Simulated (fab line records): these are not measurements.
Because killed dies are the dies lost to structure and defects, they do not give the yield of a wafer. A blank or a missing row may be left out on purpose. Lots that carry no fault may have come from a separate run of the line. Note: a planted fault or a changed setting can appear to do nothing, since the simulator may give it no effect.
Split-lot study -- flow rit_cmos -- route with 202 steps; 5 lots, 23 wafers read

ABOUT THE SPLIT
At RIT_PRETRO_COAT_01 (resist thk 1300 nm), the setting spin_rpm was moved away from the recipe's 2000 rpm on 8 of the 23 wafers read, by -5.7% to -3.1%. This setting was run at the recipe's value on the other wafers.

The file shows no step between the split and the reading.

THE READING
NOVOLAK_of_PRETRO_COAT_01.thk_nm (the simulator's own value, which no gauge read), in nm, at RIT_PRETRO_HARDBAKE_07 (time 120 s). No usual value for it is given in the file. Average 1136 nm, standard deviation 5.1 nm, over the 15 wafers here run with the recipe.

wafer,"tool, chamber at the split","spin_rpm as run, rpm",against the recipe,"NOVOLAK_of_PRETRO_COAT_01.thk_nm, nm",against lot-mates on the recipe
L076.1,"litho_track-01, 0",1900,-5.0%,1159,+30
L076.2,"litho_track-01, 0",1900,-5.0%,1155,+26
L076.4,"litho_track-01, 0",2000,recipe,1128,-
L076.5,"litho_track-01, 0",2000,recipe,1133,-
L076.6,"litho_track-01, 0",2000,recipe,1126,-
L078.1,"litho_track-04, 0",2000,recipe,1136,-
L078.2,"litho_track-04, 0",2000,recipe,1136,-
L078.3,"litho_track-04, 0",1937,-3.1%,1153,+17
L078.5,"litho_track-04, 0",1937,-3.1%,1154,+18
L078.6,"litho_track-04, 0",2000,recipe,1137,-
L079.1,"litho_track-04, 0",2000,recipe,1136,-
L079.2,"litho_track-04, 0",2000,recipe,1138,-
L079.6,"litho_track-04, 0",2000,recipe,1135,-
L080.1,"litho_track-04, 0",2000,recipe,1150,-
L080.2,"litho_track-04, 0",1886,-5.7%,1176,+34
L080.4,"litho_track-04, 0",1886,-5.7%,1180,+38
L080.5,"litho_track-04, 0",2000,recipe,1138,-
L080.6,"litho_track-04, 0",2000,recipe,1137,-
L082.1,"litho_track-04, 0",2000,recipe,1135,-
L082.2,"litho_track-04, 0",1931,-3.4%,1151,+15
L082.3,"litho_track-04, 0",2000,recipe,1135,-
L082.4,"litho_track-04, 0",2000,recipe,1139,-
L082.6,"litho_track-04, 0",1931,-3.4%,1154,+18

FIT RESULTS
A straight line over all 23 wafers: NOVOLAK_of_PRETRO_COAT_01.thk_nm changes by -5.84 nm for each +1% of spin_rpm; r = -0.91; the points scatter about the line by 5.9 nm.
The same after taking each lot's own level away (the mean of its wafers on the recipe; 23 wafers): -5.82 nm for each +1%; r = -0.97; scatter 3.2 nm.
According to that fit, moving spin_rpm by its largest amount changes the reading by 33 nm.
The span of the lots' own levels, 1129.0 to 1141.7 nm, comes to 2.5 times the standard deviation stated above.
The two slopes agree, so the slope changes little with the lot-to-lot level.
Check: with one of the wafers moved furthest among these (-5.7%) left out of the fit, the line predicts +32.5 nm for it against its lot-mates. Against them it came out at +34.3 nm.

FURTHER SPLITS ON THESE WAFERS
These wafers also went through other splits before the reading. Each is held against what the fit with the lots' levels taken away leaves over:
other split on the same wafers,wafers away from the commonest value,r with NOVOLAK_of_PRETRO_COAT_01.thk_nm (lot level and that fit taken away)
RIT_ACTIVE_CVD_03 pressure_mtorr,15,-0.28
RIT_ACTIVE_DEVELOP_10 dev_temp_c,6,-0.05
RIT_FOX2_OXIDATION_00 ox_time_s,10,+0.11
RIT_PWELL_COAT_01 spin_rpm,11,+0.05
RIT_PWELL_IMPLANT_08 dose_cm2,7,-0.21
RIT_NRETRO_COAT_01 resist_thk_nm,7,+0.11
RIT_NRETRO_SOFTBAKE_02 time_s,10,+0.00

THE WHOLE CHAIN: every reading that the file lists as answering this split, in the file's order
step,what it does,reading,change (the file's fit),r (the file's)
RIT_PRETRO_COAT_01,resist thk 1300 nm,"NOVOLAK_of_PRETRO_COAT_01.thk_nm (the simulator's own value, which no gauge read)",-6.8 nm for each +1% of the setting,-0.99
RIT_PRETRO_HARDBAKE_07,time 120 s,"NOVOLAK_of_PRETRO_COAT_01.thk_nm (the simulator's own value, which no gauge read)",-5.77 nm for each +1% of the setting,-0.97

FILE'S OWN FIT
NOVOLAK_of_PRETRO_COAT_01.thk_nm changes by -5.77 nm for each +1% of spin_rpm, r = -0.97.
